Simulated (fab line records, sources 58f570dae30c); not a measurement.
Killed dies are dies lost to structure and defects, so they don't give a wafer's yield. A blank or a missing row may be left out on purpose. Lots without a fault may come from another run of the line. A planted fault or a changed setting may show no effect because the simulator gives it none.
Split-lot experiment | flow berkeley_cmos170 | 5 lots, 23 wafers read, on a route of 331 steps

THE SPLIT
At UCB170_NSD_IMPLANT_08, the setting dose_cm2 was moved away from the recipe's 3e+15 on 9 of the 23 wafers read, by -6.4% to +3.3%. The other wafers ran this setting at the recipe's value.

FROM THE SPLIT TO THE READING: what the file shows between them, 3 steps
- UCB170_NSD_STRIP_09: strips in O2
- UCB170_NSD_CLEAN_11: cleans in SPM, time 600 s
- UCB170_SDANNEAL_RTA_01: time 5 s

THE READING
NSD_RS, in ohm/sq, at UCB170_SDANNEAL_RS_MEAS_03 (measures by four-point-probe). Fault-free wafers of this fab line usually give 37.23 ohm/sq, standard deviation 0.075 ohm/sq.

wafer  | tool, chamber at the split | dose_cm2 as run | against the recipe | NSD_RS, ohm/sq | against lot-mates on the recipe
L078.1 | implanter-01, 0            | 3e+15           | recipe             | 37.16          | -
L078.4 | implanter-01, 0            | 3e+15           | recipe             | 37.21          | -
L078.5 | implanter-01, 0            | 3e+15           | recipe             | 37.13          | -
L079.1 | implanter-04, 0            | 2.835e+15       | -5.5%              | 38.29          | +0.95
L079.2 | implanter-04, 0            | 2.835e+15       | -5.5%              | 38.33          | +0.99
L079.4 | implanter-04, 0            | 3e+15           | recipe             | 37.29          | -
L079.5 | implanter-04, 0            | 2.835e+15       | -5.5%              | 38.17          | +0.84
L079.6 | implanter-04, 0            | 3e+15           | recipe             | 37.38          | -
L080.1 | implanter-01, 0            | 3.1e+15         | +3.3%              | 36.67          | -0.46
L080.3 | implanter-01, 0            | 3.1e+15         | +3.3%              | 36.70          | -0.43
L080.4 | implanter-01, 0            | 3.1e+15         | +3.3%              | 36.63          | -0.50
L080.5 | implanter-01, 0            | 3e+15           | recipe             | 37.10          | -
L080.6 | implanter-01, 0            | 3e+15           | recipe             | 37.16          | -
L081.1 | implanter-04, 0            | 3e+15           | recipe             | 37.33          | -
L081.2 | implanter-04, 0            | 3e+15           | recipe             | 37.34          | -
L081.3 | implanter-04, 0            | 3e+15           | recipe             | 37.32          | -
L081.5 | implanter-04, 0            | 3e+15           | recipe             | 37.32          | -
L081.6 | implanter-04, 0            | 3e+15           | recipe             | 37.36          | -
L084.1 | implanter-04, 0            | 2.807e+15       | -6.4%              | 38.49          | +1.28
L084.2 | implanter-04, 0            | 2.807e+15       | -6.4%              | 38.40          | +1.19
L084.3 | implanter-04, 0            | 3e+15           | recipe             | 37.17          | -
L084.5 | implanter-04, 0            | 2.807e+15       | -6.4%              | 38.35          | +1.14
L084.6 | implanter-04, 0            | 3e+15           | recipe             | 37.25          | -

THE FIT
A straight line over all 23 wafers: NSD_RS changes by -0.181 ohm/sq for each +1% of dose_cm2; r = -0.99; the points scatter about the line by 0.083 ohm/sq.
The same after taking each lot's own level away (the mean of its wafers on the recipe; 23 wafers): -0.171 ohm/sq for each +1%; r = -0.99; scatter 0.066 ohm/sq.
On that fit, the largest move of dose_cm2 shifts the reading by 1.1 ohm/sq.
The lots' own levels span 37.130 to 37.335 ohm/sq, that is 2.7 times the standard deviation above.
So the lot-to-lot level changes the slope little: the two slopes agree.
Check: with one of the wafers moved furthest among these (-6.4%) left out of the fit, the line predicts +1.1 ohm/sq for it against its lot-mates. It came out at +1.28 ohm/sq against them.

OTHER SPLITS ON THESE WAFERS
These wafers also went through other splits before the reading. Each is held against what the fit with the lots' levels taken away leaves over:
other split on the same wafers | wafers away from the commonest value | r with NSD_RS (lot level and that fit taken away)
UCB170_PLDD_PEB_04 peb_temp_c  | 5                                    | +0.31
UCB170_NSD_PEB_04 peb_temp_c   | 4                                    | +0.06

THE WHOLE CHAIN: every reading that the file lists as answering this split, in the file's order
step                       | what it does                 | reading                  | change (the file's fit)              | r (the file's)
UCB170_NSD_STRIP_09        | strips in O2                 | strip_time_to_endpoint_s | withheld for each +1% of the setting | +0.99
UCB170_SDANNEAL_RS_MEAS_03 | measures by four-point-probe | NSD_RS                   | -0.174 for each +1% of the setting   | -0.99

THE FILE'S OWN FIT
NSD_RS changes by -0.174 ohm/sq for each +1% of dose_cm2, r = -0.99.
